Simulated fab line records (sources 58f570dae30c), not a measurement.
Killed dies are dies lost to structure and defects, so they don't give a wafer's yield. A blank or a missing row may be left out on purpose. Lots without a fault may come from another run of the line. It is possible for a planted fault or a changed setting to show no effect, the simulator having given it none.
A lot that was struck, set against a sound lot | flow berkeley_cmos170 | 14 steps out of a route of 331
Sound: these wafers, L719.2, L719.4, L719.6. Wafers struck: L722.1, L722.3, L722.4. The cause is named last.
Per side, at each step with rows, come the tool, then ch with its chambers, and then its first start. Under that, the readings that differ: sound wafers | struck wafers | difference of the means | sigmas: that difference in standard deviations of wafers without a fault.
alike: words and numbers the same on both sides, and readings whose means are apart by under 2 such deviations; not compared: readings that were withheld, readings missing a value for some wafer, numbers with overlapping values and no deviation given by the record, and bounds like >300 which may hide the same value.
Wherever a step has rows on one side only, a row that says differs or no value, or a row with sigmas, the two part there. Numbers that don't overlap but have no deviation are shown without sigmas and don't part them. A reading that every wafer of one side lacks parts them only if that side has two wafers or more.

first, 4 steps without rows for these wafers: UCB170_PVT_SOFTBAKE_02 (time 60 s); UCB170_PVT_EXPOSE_03 (exposes mask NWELL, target cd 3000 nm); UCB170_PVT_PEB_04; UCB170_PVT_DEVELOP_05 (develop time 45 s).
UCB170_PVT_OVL_MEAS_06:
  sound on overlay-02, day 6 12:27; struck on overlay-01, day 7 13:02
  alike: PVT_OVL
next, for these wafers, 1 step has no rows: UCB170_PVT_IMPLANT_07.
UCB170_PVT_STRIP_08: strips in O2.
  sound on plasma_asher-04 ch 0,1, day 6 12:38; struck on plasma_asher-03 ch 0,1, day 7 13:13
  reading                      | sound             | struck            | difference | sigmas
  strip_time_to_endpoint_s (s) | 21.68 21.74 21.79 | 21.59 21.59 21.57 | -0.15      | -2
  alike: chamber_pressure_mTorr, drypump_motor_current_A, oes_product_au
  not compared: rf_hours_counter_h
UCB170_PVT_TW_MEAS_09:
  sound on film_metro-02, day 6 12:44; struck on film_metro-04, day 7 13:24
  reading | sound       | struck      | difference | sigmas
  PVT_TW  | 506 506 506 | 512 512 515 | +7         | +2
then, 1 step without rows for these wafers: UCB170_GATE_WET_ETCH_00 (etches SiO2 in dHF, time 200 s).
UCB170_FIELD_THK_MEAS_91:
  sound on film_metro-02, day 6 13:01; struck on film_metro-02, day 7 14:18
  alike: FIELD_OXIDE_LEFT_2_THK
then, 1 step without rows for these wafers: UCB170_GATE_OXIDATION_01 (target thk 6.6 nm, ox time 1800 s).
UCB170_GATE_THK_MEAS_02:
  sound on film_metro-02, day 6 15:58; struck on film_metro-03, day 7 18:00
  alike: GATE_OXIDE_THK
UCB170_GATE_ANNEAL_03: time 1800 s.
  sound on furnace-04 ch 0, day 6 20:05; struck on furnace-04, day 7 20:56
  no value came back on the struck wafers for spike_tc_centre_C (C), spike_tc_load_C (C), time_s (s), zone_power_centre_pct (%); on the sound wafers spike_tc_centre_C (C) reads 905.2 906.5 907.5
then, 1 step without rows for these wafers: UCB170_GATE_CVD_04 (deposits poly-Si from SiH4, time 1440 s, target thk 214 nm).

## WHERE THEY PART
Earliest at UCB170_PVT_STRIP_08; latest, in this record, at UCB170_GATE_ANNEAL_03.

WHY: what had been put in by the simulator
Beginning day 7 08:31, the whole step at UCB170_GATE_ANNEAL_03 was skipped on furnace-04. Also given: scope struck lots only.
